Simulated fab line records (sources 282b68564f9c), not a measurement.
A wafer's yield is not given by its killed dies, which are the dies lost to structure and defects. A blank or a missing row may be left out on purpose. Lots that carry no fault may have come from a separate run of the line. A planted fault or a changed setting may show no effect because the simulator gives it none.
Problem report, 8D (eight disciplines) form, completed by code ; flow rit-cmos ; the parts of the form that need people (team, actions taken, sign-off) are left out

## 1. THE PROBLEM
Across 4 wafers from 3 lots, M1_AL_RS at RIT_M1_RS_MEAS_01 averages 0.1623 ohm/sq, while fault-free wafers read 0.0729 ohm/sq with a standard deviation of 0.00064. So: +99 or more standard deviations from the usual mean.
The step: measures by four-point-probe.
First seen on wafer L259.3, day 4 08:18, on film-metro-04. The record holds 42 wafers of 14 lots with a number at this step. By rule, "out" or "out of limits" means more than 4 standard deviations away from the usual mean. Any other wafer with a number is counted as sound.

## 2. WHAT IT IS; WHAT IT IS NOT
question;is;is not
which readings at this step;M1_AL_RS;-
which lots;L259, L261, L263;L254, L255, L256, L268, L270, L271, L272, L274, L275, L276, L277
which wafers of those lots;L259.3, L259.5, L261.1, L263.3;L259.4, L261.3, L261.6, L263.1, L263.6
read on which gauges;film-metro-02, film-metro-04;film-metro-01
when;from day 4 08:18;"up to then (10 sound wafers); but 28 sound wafers of L261, L263, L268, L270, L271, L272, L274, L275, L276, L277 came after"

## 3. SUSPECTS, AND WHAT RULES EACH OUT
Counting: any tool at a process step up to the reading remains a suspect provided it ran every lot that is out. Sound lots after the first of them don't rule it out here, since some wafers of a struck lot are sound.
- the gauge at RIT_M1_RS_MEAS_01 is ruled out. 2 gauges (film-metro-02, film-metro-04) read the wafers that are out.
- pvd-sputter-03 at RIT_M1_SPUTTER_00 (material Al, target thk 400 nm, time 500 s): kept. It ran every lot that is out, first L259 (day 4 07:58); its last sound lot up to then is L255 (day 3 09:05).
Remaining after the count: pvd-sputter-03 at RIT_M1_SPUTTER_00.

## 4. THE CAUSE (what the simulator had put in)
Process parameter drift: pvd-sputter-03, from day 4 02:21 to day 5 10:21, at RIT_M1_SPUTTER_00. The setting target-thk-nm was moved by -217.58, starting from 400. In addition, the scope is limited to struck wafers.
This tool alone remained once counting was done.

## 5. THE EFFECT CHAIN, in route order
Each row: a reading whose mean over the struck wafers that have a number lies more than 3 standard deviations from the usual. Only readings whose record carries a usual standard deviation are examined. hours: median over the lots of the time between each lot's start at the first step of this table that gives one and its start at this step. sigmas: the change, counted in usual standard deviations.
hours;step;reading;usual;on struck wafers;change;sigmas
0;RIT_M1_RS_MEAS_01;M1_AL_RS;0.0729 ohm/sq;0.1623;+0.0894;+99 or more
0;RIT_M1_THK_MEAS_02;M1_AL_THK;397 nm;185;-212;-56
2;RIT_M1_METAL_ETCH_12;oes-product-au;0.777 a.u.;0.547;-0.230;-18
Here are the process steps it includes:
- RIT_M1_METAL_ETCH_12: etches Al in Cl2/BCl3, stops on SiO2, time 165 s, target depth 600 nm.

## 6. HOW IT WOULD HAVE BEEN CAUGHT EARLIER
6 hours passed between the start of the fault at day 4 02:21 and the first reading out of limits at a measuring or inspecting step in this record, taken at day 4 08:18.
Tool readings at RIT_M1_SPUTTER_00 with a usual standard deviation given in the record: none out on any struck wafer, hence no alarm at a limit of 4 standard deviations on them.
Of the lots that are out (3), L261, L263 began RIT_M1_SPUTTER_00 on pvd-sputter-03 after day 4 08:18. A hold on the tool at that time would have spared those 2.
